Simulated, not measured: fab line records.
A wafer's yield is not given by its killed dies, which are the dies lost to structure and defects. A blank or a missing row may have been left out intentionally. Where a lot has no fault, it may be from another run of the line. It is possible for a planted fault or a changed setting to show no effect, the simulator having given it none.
One fault seen from 2 desks + flow berkeley cmos170 + every desk sees just its own numbers, and what lay behind them comes last

## AT THE TOOL OWNER'S DESK: krf scanner-01
The tool's own readings at UCB170_GATE_EXPOSE_09 (exposes mask POLY, target cd 350 nm): means of the sampled wafers that have a number, for each lot that ran on this tool. The brackets show how far a lot's mean lies from the usual mean; more than 4 standard deviations puts the lot out of limits, marked OUT.
Columns: A = stage vel mm s at UCB170_GATE_EXPOSE_09, usual 499.98 mm/s
| lot  | first seen here | A      |
|------|-----------------|--------|
| L288 | day 7 02:05     | 499.90 |
| L291 | day 8 01:28     | 500.07 |
| L294 | day 8 17:16     | 499.97 |
| L300 | day 10 08:59    | 500.13 |
| L301 | day 10 16:40    | 500.10 |
| L304 | day 11 11:56    | 499.82 |
This desk's finding: nothing out of limits on any of the 6 lots.

## METROLOGY DESK
What the gauges read for every lot (on any tool): the sampled wafers with a number, averaged. The brackets show how far a lot's mean lies from the usual mean; more than 4 standard deviations puts the lot out of limits, marked OUT.
Columns: A = FIELD_OXIDE_LEFT_1_THK at UCB170_FIELD_THK_MEAS_90, usual 443 nm; B = SCREENOX_OXIDE_THK at UCB170_SCREENOX_THK_MEAS_02, usual 14.36 nm; C = GATE_OVL at UCB170_GATE_OVL_MEAS_13, usual 0 nm; D = cd nm at UCB170_PLDD_CD_MEAS_06, usual 1200.4 nm
| lot  | first seen here | A   | B     | C             | D      |
|------|-----------------|-----|-------|---------------|--------|
| L288 | day 5 15:01     | 444 | 14.12 | -4            | 1198.4 |
| L290 | day 6 00:11     | 445 | 14.14 | 1             | 1199.5 |
| L291 | day 6 14:17     | 438 | 13.99 | 3             | 1201.2 |
| L293 | day 6 21:21     | 454 | 14.28 | -0            | 1199.1 |
| L294 | day 6 21:21     | 444 | 14.45 | 10            | 1201.6 |
| L296 | day 6 21:21     | 440 | 14.06 | 9             | 1199.7 |
| L295 | day 6 21:24     | 436 | 14.59 | 0             | 1201.1 |
| L300 | day 7 22:47     | 444 | 14.23 | 311 (+53) OUT | -      |
| L299 | day 7 22:48     | 438 | 14.66 | 3             | 1197.7 |
| L301 | day 8 09:43     | 446 | 14.40 | 321 (+54) OUT | -      |
| L302 | day 8 09:44     | 445 | 14.51 | -4            | 1200.2 |
| L305 | day 9 11:19     | 437 | 14.86 | 5             | 1200.2 |
| L304 | day 9 11:20     | 432 | 14.80 | 316 (+54) OUT | -      |
| L306 | day 9 15:45     | 453 | 14.68 | 0             | 1200.8 |
| L309 | day 11 00:49    | 436 | 14.12 | 7             | 1201.6 |
This desk's finding: out of limits on L300, L301, L304; first on L300, day 10 09:30 (GATE_OVL at UCB170_GATE_OVL_MEAS_13). Within limits: L288, L290, L291, L293, L294, L296, L295, L299, L302, L305, L306, L309.

## BROUGHT TOGETHER
L300, L301, L304 would have let the metrology desk raise an alarm at day 10 09:30.
Nothing out of limits was seen by the tool owner's desk.
Tool owner's desk: L300, L301, L304 on record, inside its limits.
UCB170_GATE_EXPOSE_09 was run on krf scanner-01 by each of the lots named.

## WHAT WAS PUT IN BY THE SIMULATOR
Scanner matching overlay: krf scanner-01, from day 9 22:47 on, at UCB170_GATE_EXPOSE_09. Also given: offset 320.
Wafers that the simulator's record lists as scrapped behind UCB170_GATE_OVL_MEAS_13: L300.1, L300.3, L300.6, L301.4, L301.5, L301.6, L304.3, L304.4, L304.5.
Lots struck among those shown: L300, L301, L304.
Hours from the fault's start to each desk's first reading out of limits: the metrology desk, 11.
